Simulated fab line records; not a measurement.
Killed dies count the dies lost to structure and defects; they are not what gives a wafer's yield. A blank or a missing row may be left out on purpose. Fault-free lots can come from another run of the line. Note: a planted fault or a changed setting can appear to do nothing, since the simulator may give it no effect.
Which of the tools did it?	flow rit cmos	14 lots with 42 wafers sampled at 2 steps, on a route of 202 steps

## WHAT EACH GAUGE READ, for each wafer
The record lacks any reading of a measuring or inspecting step that a usual standard deviation could be used to judge.

## WHICH TOOL RAN EACH LOT (tool, then ch and the chambers of the sampled wafers, then the start)
lot	RIT_FOX2_WET_ETCH_03	RIT_M1_PROBE_99
L519	wet bench-01 ch 3, day 1 22:39	-
L520	wet bench-01 ch 1, day 2 02:37	-
L523	wet bench-04 ch 2, day 2 16:52	-
L524	wet bench-04 ch 1, day 2 20:57	-
L525	wet bench-01 ch 1, day 3 01:32	prober-02, day 4 19:53
L529	wet bench-02 ch 3, day 3 23:07	-
L530	wet bench-04 ch 3, day 4 03:40	prober-01, day 5 20:39
L531	wet bench-04 ch 1, day 4 09:07	prober-02, day 6 02:02
L535	wet bench-01 ch 1, day 5 04:32	-
L538	wet bench-01 ch 0, day 5 18:07	-
L539	wet bench-01 ch 3, day 5 22:42	-
L540	wet bench-01 ch 2, day 6 05:00	-
L541	wet bench-02 ch 3, day 6 10:04	-
L542	wet bench-01 ch 1, day 6 15:25	-
- RIT_FOX2_WET_ETCH_03: etches Si3N4 in H3PO4, target depth 195 nm, time 2700 s.
- RIT_M1_PROBE_99

## AS READ BY THE TOOLS THEMSELVES (means over the sampled wafers that have a number; for cases with no such wafer, the mark the record gives instead)
RIT_FOX2_WET_ETCH_03.
lot	tool	run length s (s)
L519	wet bench-01	2726
L520	wet bench-01	2728
L523	wet bench-04	2726
L524	wet bench-04	2726
L525	wet bench-01	2727
L529	wet bench-02	2728
L530	wet bench-04	2555
L531	wet bench-04	2555
L535	wet bench-01	2728
L538	wet bench-01	2727
L539	wet bench-01	2726
L540	wet bench-01	2732
L541	wet bench-02	2727
L542	wet bench-01	2735

RIT_M1_PROBE_99.
lot	tool	killed_at_M0_to_M3	killed at front end	killed dies	killed open	killed short
L525	prober-02	0.3	7.7	8.0	3.0	4.7
L530	prober-01	0.0	8.7	8.7	4.3	4.3
L531	prober-02	0.0	4.0	4.0	2.0	2.0

## THE ANSWER, worked out from the rows above alone
Rule: what is usual is taken from the lots themselves. The widest of any qualifying gaps counts: lots, ordered by their means at a reading, are off when they make up no more than a third of the lots, leave a main group of 4 or more, and stand apart from it by 3 or more times the standard deviation of that group's means. If all means in a main group match to the digits the tables above print for the reading, that group is not used. A lot without any number at a reading at which 4 lots or more have one is off too. All remaining lots with rows at the step are treated as sound. First the gauges in route order, then the tools' own readings, where a lot's mean is used as printed above. The first step at which some lot is off is used, and at that step the reading that is off furthest; a lot without a number counts as furthest.
Off: L530, L531 (RIT_FOX2_WET_ETCH_03, run length s). The main group: mean 2728 s, standard deviation 2.6.
A tool fits if, at that step or a process step before it, it ran every lot that is off, and no sound lot after the first of them. One candidate fits, namely wet bench-04 at RIT_FOX2_WET_ETCH_03. Its last sound lot is L524 (day 2 20:57), its first lot that is off L530 (day 4 03:40): a fault that began between those two fits.
On the lots that are off, the tool's own readings at RIT_FOX2_WET_ETCH_03 differ by more than 5 times the standard deviation of the sound lots' means, which bears it out; run length s reads 2555 s there versus 2728 s on the sound lots.

## WHAT WAS PUT IN BY THE SIMULATOR
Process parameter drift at RIT_FOX2_WET_ETCH_03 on wet bench-04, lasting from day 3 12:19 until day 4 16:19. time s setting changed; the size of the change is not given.
Struck lots among those shown: L530, L531. The rule given above showed the same thing.
